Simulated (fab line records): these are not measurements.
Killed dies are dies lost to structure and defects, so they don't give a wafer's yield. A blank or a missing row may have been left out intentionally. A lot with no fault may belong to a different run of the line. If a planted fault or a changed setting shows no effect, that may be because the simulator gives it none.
Which tool did it? | flow rit_cmos | 45 wafers sampled from 15 lots at 1 step of a route of 202

WHAT THE GAUGES READ, wafer by wafer
The record lacks any reading of a measuring or inspecting step that a usual standard deviation could be used to judge.

EACH LOT AND THE TOOL THAT RAN IT (in order: tool; ch and the chambers of the sampled wafers; start)
lot  | RIT_NWELL_EXPOSE_03
L514 | iline_stepper-01 ch 0, day 1 22:44
L515 | iline_stepper-02 ch 0, day 2 04:11
L516 | iline_stepper-01 ch 0, day 2 07:01
L517 | iline_stepper-02 ch 0, day 2 12:34
L521 | iline_stepper-02 ch 0, day 3 09:28
L522 | iline_stepper-01, day 3 20:52
L523 | iline_stepper-02, day 3 23:40
L524 | iline_stepper-01, day 4 04:11
L527 | iline_stepper-02 ch 0, day 4 17:45
L532 | iline_stepper-02 ch 0, day 5 17:10
L533 | iline_stepper-02 ch 0, day 5 20:14
L534 | iline_stepper-01 ch 0, day 6 02:33
L535 | iline_stepper-01 ch 0, day 6 07:05
L536 | iline_stepper-01 ch 0, day 6 12:14
L537 | iline_stepper-02 ch 0, day 6 15:37
- RIT_NWELL_EXPOSE_03: exposes mask M2, target cd 43900 nm.

AS READ BY THE TOOLS THEMSELVES (means over the sampled wafers that have a number; for cases with no such wafer, the mark the record gives instead)
RIT_NWELL_EXPOSE_03. Usual: exposure_dose_mJ_cm2 250.03, standard deviation 0.24; focus_offset_nm 0.0 nm, standard deviation 0.58; stage_vel_mm_s 499.97 mm/s, standard deviation 0.25.
lot  | tool             | exposure_dose_mJ_cm2 | focus_offset_nm (nm) | stage_vel_mm_s (mm/s) | flag
L514 | iline_stepper-01 | 250.12               | -0.1                 | 499.86                |
L515 | iline_stepper-02 | 250.25               | 0.5                  | 499.27                |
L516 | iline_stepper-01 | 250.34               | 0.4                  | 500.15                |
L517 | iline_stepper-02 | 250.26               | -0.4                 | 499.80                |
L521 | iline_stepper-02 | 250.00               | -0.0                 | 500.04                |
L522 | iline_stepper-01 | -                    | -                    | -                     | OFF
L523 | iline_stepper-02 | -                    | -                    | -                     | OFF
L524 | iline_stepper-01 | -                    | -                    | -                     | OFF
L527 | iline_stepper-02 | 250.13               | 1.2                  | 499.99                |
L532 | iline_stepper-02 | 249.89               | 0.4                  | 499.93                |
L533 | iline_stepper-02 | 250.01               | -0.4                 | 500.16                |
L534 | iline_stepper-01 | 249.82               | 0.0                  | 499.91                |
L535 | iline_stepper-01 | 249.79               | 0.3                  | 500.08                |
L536 | iline_stepper-01 | 250.05               | 0.1                  | 499.90                |
L537 | iline_stepper-02 | 249.74               | -0.1                 | 500.03                |

THE ANSWER, worked out from the rows above alone
Rule: a lot is off if the mean of its wafers that have a number lies more than 3 standard deviations from the usual mean. A lot without any number at a reading at which 4 lots or more have one is off too. Where the step has rows for the other lots, those lots are counted as sound. After the gauges, taken in route order, come the tools' own readings; for these a lot's mean is taken, as printed above. The first step at which some lot is off is used, and at that step the reading that is off furthest; a lot without a number counts as furthest.
Off: L522, L523, L524 (RIT_NWELL_EXPOSE_03, exposure_dose_mJ_cm2). Without a number there: L522, L523, L524.
A tool fits if, at that step or a process step before it, it ran every lot that is off, and no sound lot after the first of them. No candidate that was tried fits.

WHAT HAD BEEN PUT IN BY THE SIMULATOR
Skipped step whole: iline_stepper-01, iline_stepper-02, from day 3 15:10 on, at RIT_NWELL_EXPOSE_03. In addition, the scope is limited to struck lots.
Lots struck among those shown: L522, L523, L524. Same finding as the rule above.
